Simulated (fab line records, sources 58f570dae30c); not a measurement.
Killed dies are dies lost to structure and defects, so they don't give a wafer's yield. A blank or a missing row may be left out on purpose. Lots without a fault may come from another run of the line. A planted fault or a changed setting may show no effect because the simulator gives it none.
Chamber matching | flow berkeley_cmos170 | UCB170_V2_CMP_02 on cmp-02: 4 sister chambers
The step polishes SiO2. 8 wafers are shown with their chamber, then 7 later ones without.

WAFERS WITH THEIR CHAMBER
wafer  | chamber | motor_current_A (A) | slurry_flow_ml_min
L173.5 | 1       | 17.3                | 149.8
L180.4 | 2       | 17.9                | 150.2
L180.6 | 1       | 18.2                | 150.0
L179.2 | 3       | 16.6                | 150.6
L179.3 | 2       | 18.7                | 149.2
L179.6 | 0       | 14.6                | 149.4
L181.2 | 3       | 16.5                | 150.0
L181.3 | 0       | 14.7                | 149.7

WAFERS WITHOUT THEIR CHAMBER
wafer  | motor_current_A (A) | slurry_flow_ml_min
L181.4 | 17.9                | 150.0
L187.2 | 19.3                | 149.7
L187.5 | 19.3                | 149.3
L187.6 | 17.0                | 150.0
L186.3 | 17.1                | 150.0
L186.4 | 18.6                | 149.6
L186.5 | 18.8                | 149.9

WHICH CHAMBER EACH WENT THROUGH
wafer  | from the rows above          | in truth
L181.4 | can't be placed: 1 or 2      | 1
L187.2 | can't be placed: 2 or 1      | 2
L187.5 | can't be placed: 2 or 1      | 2
L187.6 | can't be placed: 3 or 1 or 2 | 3
L186.3 | can't be placed: 3 or 1 or 2 | 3
L186.4 | can't be placed: 2 or 1      | 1
L186.5 | can't be placed: 2 or 1      | 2
Placed correctly: 0 of 7. Can't be placed from these rows: 7 (the true chamber is among the candidates in 7). Placed wrongly: 0.
How it was worked out, from the rows above alone: a wafer's distance from a chamber is the root of the sum, over the readings, of the square of ((its reading less the chamber's mean) divided by the reading's scatter). The wafer belongs to the nearest chamber; if the next one is less than 2 further off, it can't be placed. A chamber's mean is the mean of its shown wafers. The scatter: the root of (the sum of the squares of (reading less its chamber's mean) over the shown wafers, divided by (wafers less chambers)).
